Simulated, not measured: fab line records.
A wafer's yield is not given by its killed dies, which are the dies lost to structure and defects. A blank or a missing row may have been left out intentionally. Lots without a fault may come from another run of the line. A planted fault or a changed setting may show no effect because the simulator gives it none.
The tool behind it: which one? || flow rit cmos || 14 lots with 42 wafers sampled at 2 steps, on a route of 202 steps

== WHAT THE GAUGES READ, wafer by wafer ==
RIT_NRETRO_TW_MEAS_10.
{"lot": "L475", "measured": "day 2 06:25", "on": "film metro-03", "NRETRO_TW": "1050 1056 1054"}
{"lot": "L476", "measured": "day 2 11:29", "on": "film metro-03", "NRETRO_TW": "1054 1055 1051"}
{"lot": "L477", "measured": "day 2 16:23", "on": "film metro-01", "NRETRO_TW": "1054 1058 1049"}
{"lot": "L478", "measured": "day 2 20:30", "on": "film metro-04", "NRETRO_TW": "1043 1045 1049"}
{"lot": "L479", "measured": "day 3 02:05", "on": "film metro-01", "NRETRO_TW": "1048 1050 1056"}
{"lot": "L480", "measured": "day 3 06:37", "on": "film metro-04", "NRETRO_TW": "1046 1037 1038"}
{"lot": "L482", "measured": "day 3 16:44", "on": "film metro-04", "NRETRO_TW": "1048 1050 1048"}
{"lot": "L483", "measured": "day 3 22:58", "on": "film metro-01", "NRETRO_TW": "1052 1055 1053"}
{"lot": "L484", "measured": "day 4 02:23", "on": "film metro-01", "NRETRO_TW": "1055 1055 1053"}
{"lot": "L485", "measured": "day 4 08:07", "on": "film metro-03", "NRETRO_TW": "1056 1057 1057"}
{"lot": "L488", "measured": "day 4 23:11", "on": "film metro-01", "NRETRO_TW": "1050 1051 1053"}
{"lot": "L491", "measured": "day 5 13:37", "on": "film metro-04", "NRETRO_TW": "1193 1186 1184"}
{"lot": "L494", "measured": "day 6 05:20", "on": "film metro-04", "NRETRO_TW": "1193 1187 1184"}
{"lot": "L498", "measured": "day 7 00:32", "on": "film metro-01", "NRETRO_TW": "1061 1061 1057"}

== WHICH TOOL RAN EACH LOT (tool, then ch and the chambers of the sampled wafers, then the start) ==
{"lot": "L475", "RIT_NRETRO_IMPLANT_08": "implanter-04 ch 0, day 2 06:05"}
{"lot": "L476", "RIT_NRETRO_IMPLANT_08": "implanter-04 ch 0, day 2 11:09"}
{"lot": "L477", "RIT_NRETRO_IMPLANT_08": "implanter-04 ch 0, day 2 16:04"}
{"lot": "L478", "RIT_NRETRO_IMPLANT_08": "implanter-04 ch 0, day 2 20:10"}
{"lot": "L479", "RIT_NRETRO_IMPLANT_08": "implanter-01 ch 0, day 3 01:46"}
{"lot": "L480", "RIT_NRETRO_IMPLANT_08": "implanter-04 ch 0, day 3 06:18"}
{"lot": "L482", "RIT_NRETRO_IMPLANT_08": "implanter-02 ch 0, day 3 16:15"}
{"lot": "L483", "RIT_NRETRO_IMPLANT_08": "implanter-02 ch 0, day 3 22:39"}
{"lot": "L484", "RIT_NRETRO_IMPLANT_08": "implanter-01 ch 0, day 4 02:05"}
{"lot": "L485", "RIT_NRETRO_IMPLANT_08": "implanter-02 ch 0, day 4 07:47"}
{"lot": "L488", "RIT_NRETRO_IMPLANT_08": "implanter-04 ch 0, day 4 22:55"}
{"lot": "L491", "RIT_NRETRO_IMPLANT_08": "implanter-02 ch 0, day 5 13:19"}
{"lot": "L494", "RIT_NRETRO_IMPLANT_08": "implanter-02 ch 0, day 6 05:00"}
{"lot": "L498", "RIT_NRETRO_IMPLANT_08": "implanter-01 ch 0, day 7 00:14"}
- RIT_NRETRO_IMPLANT_08

== AS READ BY THE TOOLS THEMSELVES (means over the sampled wafers that have a number; for cases with no such wafer, the mark the record gives instead) ==
RIT_NRETRO_IMPLANT_08.
{"lot": "L475", "tool": "implanter-04", "dose ions cm2": 1.0005e+13, "faraday current uA": 31.5}
{"lot": "L476", "tool": "implanter-04", "dose ions cm2": 1.0013e+13, "faraday current uA": 32.2}
{"lot": "L477", "tool": "implanter-04", "dose ions cm2": 1.0003e+13, "faraday current uA": 31.6}
{"lot": "L478", "tool": "implanter-04", "dose ions cm2": 1.0009e+13, "faraday current uA": 32.3}
{"lot": "L479", "tool": "implanter-01", "dose ions cm2": 9.9740e+12, "faraday current uA": 31.4}
{"lot": "L480", "tool": "implanter-04", "dose ions cm2": 9.9977e+12, "faraday current uA": 31.8}
{"lot": "L482", "tool": "implanter-02", "dose ions cm2": 1.0007e+13, "faraday current uA": 31.4}
{"lot": "L483", "tool": "implanter-02", "dose ions cm2": 1.0005e+13, "faraday current uA": 31.3}
{"lot": "L484", "tool": "implanter-01", "dose ions cm2": 1.0019e+13, "faraday current uA": 31.6}
{"lot": "L485", "tool": "implanter-02", "dose ions cm2": 1.0008e+13, "faraday current uA": 32.0}
{"lot": "L488", "tool": "implanter-04", "dose ions cm2": 9.9940e+12, "faraday current uA": 31.9}
{"lot": "L491", "tool": "implanter-02", "dose ions cm2": 1.5226e+13, "faraday current uA": 47.8}
{"lot": "L494", "tool": "implanter-02", "dose ions cm2": 1.5221e+13, "faraday current uA": 48.5}
{"lot": "L498", "tool": "implanter-01", "dose ions cm2": 9.9890e+12, "faraday current uA": 31.8}

== THE ANSWER, worked out from the rows above alone ==
Rule: usual is defined by the lots themselves. The widest of any qualifying gaps counts: lots, ordered by their means at a reading, are off when they make up no more than a third of the lots, leave a main group of 4 or more, and stand apart from it by 3 or more times the standard deviation of that group's means. Not used: any main group whose means are identical at the precision the tables above print for the reading. Also off: a lot with no number at a reading for which 4 or more lots have one. All remaining lots with rows at the step are treated as sound. The gauges are gone through in route order, then the tools' own readings, and for those a lot's mean is taken as printed above. At the first step where some lot is off, the reading lying furthest off is the one used; lots without a number count as furthest.
Off: L491, L494, seen at RIT_NRETRO_TW_MEAS_10 (NRETRO_TW). Main group: mean 1052, sd 4.8.
A tool fits if, at a process step before that reading, it ran every lot that is off, and no sound lot after the first of them. The gauges at RIT_NRETRO_TW_MEAS_10 aren't tried: what is off there is off at RIT_NRETRO_IMPLANT_08 too, on other tools, and a gauge's error can't cause that. One candidate fits, namely implanter-02 at RIT_NRETRO_IMPLANT_08. A fault onset in the window from L485 (day 4 07:47, its last sound lot) to L491 (day 5 13:19, its first lot off) fits.
The tool's own readings at RIT_NRETRO_IMPLANT_08 bear it out: on the lots that are off they differ by more than 5 times the standard deviation of the sound lots' means. dose ions cm2 reads 1.5224e+13 there against 1.0002e+13 on the sound lots; faraday current uA reads 48.1 there against 31.7 on the sound lots.

== WHAT THE SIMULATOR HAD PUT IN ==
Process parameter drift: implanter-02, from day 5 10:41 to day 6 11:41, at RIT_NRETRO_IMPLANT_08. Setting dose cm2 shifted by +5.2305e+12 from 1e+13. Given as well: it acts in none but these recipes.
Lots struck among those shown: L491, L494. This agrees with what the rule above found.
